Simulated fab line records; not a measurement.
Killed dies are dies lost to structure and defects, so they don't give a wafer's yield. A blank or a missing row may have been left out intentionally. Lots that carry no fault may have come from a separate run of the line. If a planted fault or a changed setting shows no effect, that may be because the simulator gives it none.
2 desks looking at one fault / flow rit cmos / each desk holds nothing but its own numbers, with what lay behind them at the end

## METROLOGY DESK
Lot by lot, what the gauges showed, no matter which tool ran the lot: averages of those sampled wafers that carry a number. Marked OUT: a lot whose mean sits more than 4 standard deviations from the usual mean, which makes it out of limits; the brackets give that distance.
Columns: A = CONTACT_TEOS_THK at RIT_CONTACT_THK_MEAS_01, usual 414 nm
lot=L312; first seen here=day 3 02:26; A=407
lot=L313; first seen here=day 3 11:53; A=416
lot=L315; first seen here=day 3 18:20; A=414
lot=L316; first seen here=day 3 22:31; A=417
lot=L317; first seen here=day 4 03:43; A=418
lot=L318; first seen here=day 4 08:18; A=417
lot=L319; first seen here=day 4 13:25; A=413
lot=L322; first seen here=day 5 03:41; A=464 (+9.6) OUT
lot=L323; first seen here=day 5 11:08; A=411
lot=L325; first seen here=day 5 21:57; A=475 (+12) OUT
lot=L329; first seen here=day 6 17:17; A=417
lot=L330; first seen here=day 6 21:12; A=409
lot=L332; first seen here=day 7 07:03; A=410
lot=L334; first seen here=day 7 17:43; A=410
Finding of this desk: L322, L325 out of limits, first seen on L322 at day 5 03:41 (CONTACT_TEOS_THK at RIT_CONTACT_THK_MEAS_01). In limits: L312, L313, L315, L316, L317, L318, L319, L323, L329, L330, L332, L334.

## AT THE TOOL OWNER'S DESK: pecvd-03
The tool's own readings at RIT_CONTACT_CVD_00 (deposits SiO2 from TEOS, target thk 400 nm, time 63.41 s): means of the sampled wafers that have a number, for each lot that ran on this tool. Marked OUT: a lot whose mean sits more than 4 standard deviations from the usual mean, which makes it out of limits; the brackets give that distance.
Columns: A = heater power w at RIT_CONTACT_CVD_00, usual 324 W
lot=L313; first seen here=day 3 11:50; A=351
lot=L316; first seen here=day 3 22:26; A=323
lot=L319; first seen here=day 4 13:20; A=359
lot=L322; first seen here=day 5 03:38; A=360
lot=L325; first seen here=day 5 21:53; A=386
Finding of this desk: none of the 5 lots has anything out of limits.

## BROUGHT TOGETHER
An alarm was possible from the metrology desk at day 5 03:41, on L322, L325.
The tool owner's desk saw nothing out of limits.
The tool owner's desk has L322, L325 on record, within its limits.
Every lot named ran RIT_CONTACT_CVD_00 on pecvd-03.

## WHAT HAD BEEN PUT IN BY THE SIMULATOR
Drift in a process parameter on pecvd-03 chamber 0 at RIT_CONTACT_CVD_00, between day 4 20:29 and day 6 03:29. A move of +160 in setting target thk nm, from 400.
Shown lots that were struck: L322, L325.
Hours from the fault's start to each desk's first reading out of limits: the metrology desk, 7.
